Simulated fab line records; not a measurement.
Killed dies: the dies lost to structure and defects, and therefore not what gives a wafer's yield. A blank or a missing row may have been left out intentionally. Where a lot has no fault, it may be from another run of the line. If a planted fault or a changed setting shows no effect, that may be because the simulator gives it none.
Struck lot and sound lot, side by side || flow ritCmos || 16 steps out of a route of 202
Sound: these wafers, L983.1, L983.4, L983.6. The struck wafers were L981.3, L981.4, L981.6. Last of all comes the cause.
Order at every step that has rows: each side's tool, ch and its chambers, its first start. Under that, the readings that differ: sound wafers || struck wafers || difference of the means || sigmas: that difference in standard deviations of wafers without a fault.
alike: same words and numbers on both sides, and readings whose means sit less than 2 such deviations apart. not compared: any withheld reading, any reading some wafer has no value for, any bound like >300 that may hide the same value, and any number with overlapping values for which the record gives no deviation.
The two part at a step that has a row with sigmas, a row that says differs or no value, or rows on one side only. Numbers that don't overlap but have no deviation are shown without sigmas and don't part them. A reading missing from all wafers of one side parts the sides only when that side holds two or more wafers.

first, 1 step without rows for these wafers: RIT_PSD_IMPLANT_08.
RIT_PSD_STRIP_09: strips in O2, time 180 s.
  sound on plasmaAsher-04 ch 0,1, day 6 04:07; struck on plasmaAsher-04 ch 0,1, day 5 20:04
  alike: drypumpMotorCurrentA, rfReflPowerW
  not compared: rfHoursCounterH
RIT_PSD_TW_MEAS_10:
  sound on filmMetro-02 at day 6 04:17; struck on filmMetro-02 at day 5 20:12
  alike: PSD_TW
then, 3 steps without rows for these wafers: RIT_SDANNEAL_CLEAN_00 (cleans in SC1, time 600 s); RIT_SDANNEAL_CLEAN_01 (cleans in dHF, time 30 s); RIT_SDANNEAL_CLEAN_02 (cleans in SC2, time 600 s).
RIT_SDANNEAL_RTA_03: time 5 s.
  sound on rtpAnneal-01 ch 0, day 6 04:47; struck on rtpAnneal-01 ch 0, day 5 20:38
  alike: rampDownCPerS, wafer_temp_C_max
RIT_SDANNEAL_RS_MEAS_04: measurement is done with a four-point probe.
  sound on filmMetro-04 at day 6 04:51; struck on filmMetro-04 at day 5 20:43
  alike: PSD_RS
RIT_SDANNEAL_RS_MEAS_05: measurement is done with a four-point probe.
  sound on filmMetro-04 at day 6 04:58; struck on filmMetro-04 at day 5 20:50
  alike: NSD_RS
RIT_SDANNEAL_RS_MEAS_06: measurement is done with a four-point probe.
  sound on filmMetro-04 at day 6 05:05; struck on filmMetro-04 at day 5 20:58
  alike: PLDD_RS
RIT_SDANNEAL_RS_MEAS_07: measurement is done with a four-point probe.
  sound on filmMetro-04 at day 6 05:13; struck on filmMetro-04 at day 5 21:05
  alike: NLDD_RS
then, 1 step without rows for these wafers: RIT_SILICIDE_WET_ETCH_00 (etches SiO2 in BOE, target depth 14 nm, time 15 s).
RIT_SILICIDE_SPUTTER_01: material Ti, target thk 30 nm, time 240 s.
  sound on pvdSputter-03 at day 6 05:20; struck on pvdSputter-03 at day 5 21:10
  no value came back on the struck wafers for cathodeDcPowerW (W), chamberPressurePa (Pa), throttleValvePct (%); on the sound wafers cathodeDcPowerW (W) reads 349.98 349.95 350.01
RIT_SILICIDE_RS_MEAS_02: measurement is done with a four-point probe.
  sound on filmMetro-02 at day 6 05:29; struck on filmMetro-02 at day 5 21:22
{"reading": "SILICIDE_TI_RS (ohm/sq)", "sound": "48.1 48.5 47.5", "struck": "- - -", "difference": "no value on the struck wafers", "sigmas": ""}
RIT_SILICIDE_THK_MEAS_03: measures by xrf.
  sound on filmMetro-02 at day 6 05:37; struck on filmMetro-02 at day 5 21:28
{"reading": "SILICIDE_TI_THK (nm)", "sound": "29.6 29.6 30.1", "struck": "<0.0 <0.0 <0.0", "difference": "differs", "sigmas": ""}
RIT_SILICIDE_RTA_04: time 10 s, ramp up 5 s, ramp down 5 s.
  sound on rtpAnneal-02 ch 0, day 6 05:40; struck on rtpAnneal-02 ch 0, day 5 21:32
  alike: wafer_temp_C_max

## WHERE THEY PART
First at RIT_SILICIDE_SPUTTER_01; last, within this record, at RIT_SILICIDE_THK_MEAS_03. Later steps at which nothing parts them and some readings are alike: RIT_SILICIDE_RTA_04.

WHY: the cause the simulator had injected
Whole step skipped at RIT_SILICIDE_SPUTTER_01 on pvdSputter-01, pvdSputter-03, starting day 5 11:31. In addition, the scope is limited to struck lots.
